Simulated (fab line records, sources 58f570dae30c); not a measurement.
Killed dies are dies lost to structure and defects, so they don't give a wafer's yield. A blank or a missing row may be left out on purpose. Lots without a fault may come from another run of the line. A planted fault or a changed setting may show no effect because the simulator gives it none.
Problem report in the 8D (eight disciplines) form, filled by code | flow berkeley_cmos170 | the parts of the form that need people (team, actions taken, sign-off) are left out

1. THE PROBLEM
developer_temp_C at UCB170_NLDD_DEVELOP_05 reads a mean of 21.76 C on 6 wafers of 2 lots; wafers without a fault read 21.00 C with a standard deviation of 0.11. That is +6.9 standard deviations from the usual mean.
The step: develop time 45 s.
First seen on wafer L334.2, day 8 14:00, on litho_track-03. The record holds 42 wafers of 14 lots with a number at this step. Rule for "out", or "out of limits": more than 4 standard deviations from the usual mean. The other wafers with a number count as sound.

2. WHAT IT IS AND WHAT IT IS NOT
question                    | is                     | is not
which readings at this step | developer_temp_C       | -
which lots                  | L334, L338             | L324, L325, L326, L327, L329, L331, L340, L341, L343, L344, L346, L347
which wafers of those lots  | all that have a number | -
read on which tools         | litho_track-03         | litho_track-01, litho_track-04
when                        | from day 8 14:00       | up to then (18 sound wafers); but 18 sound wafers of L340, L341, L343, L344, L346, L347 came after

3. SUSPECTS, AND WHAT RULES EACH OUT
Counting: a tool at a process step up to the reading stays a suspect if it ran every lot that is out and no sound lot after the first of them.
- litho_track-03 at UCB170_NLDD_DEVELOP_05 (develop time 45 s): kept. It ran every lot that is out, first L334 (day 8 14:00), and no sound lot after that; its last sound lot up to then is L331 (day 7 11:00). Its own readings are out on those wafers: developer_temp_C.
Left after counting: litho_track-03 at UCB170_NLDD_DEVELOP_05.

4. THE CAUSE (what the simulator had put in)
Process parameter drift: litho_track-03, from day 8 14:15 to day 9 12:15, at UCB170_NLDD_DEVELOP_05. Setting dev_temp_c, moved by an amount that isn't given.
Counting left only this tool.

5. THE CHAIN OF EFFECTS, in route order
Each row: a reading whose mean over the struck wafers that have a number lies more than 3 standard deviations from the usual. Only readings for which the record gives a usual standard deviation are gone through. hours: the time from each lot's start at the first step in this table that gives one to its start at this step, as a median over the lots. sigmas: the change in usual standard deviations.
hours | step                   | reading          | usual   | on struck wafers | change | sigmas
0     | UCB170_NLDD_DEVELOP_05 | developer_temp_C | 21.00 C | 21.76            | +0.76  | +6.9
The process steps in it:
- UCB170_NLDD_DEVELOP_05: develop time 45 s.

6. WHAT WOULD HAVE CAUGHT IT SOONER
In this record the first reading out of limits was taken at day 8 14:00.
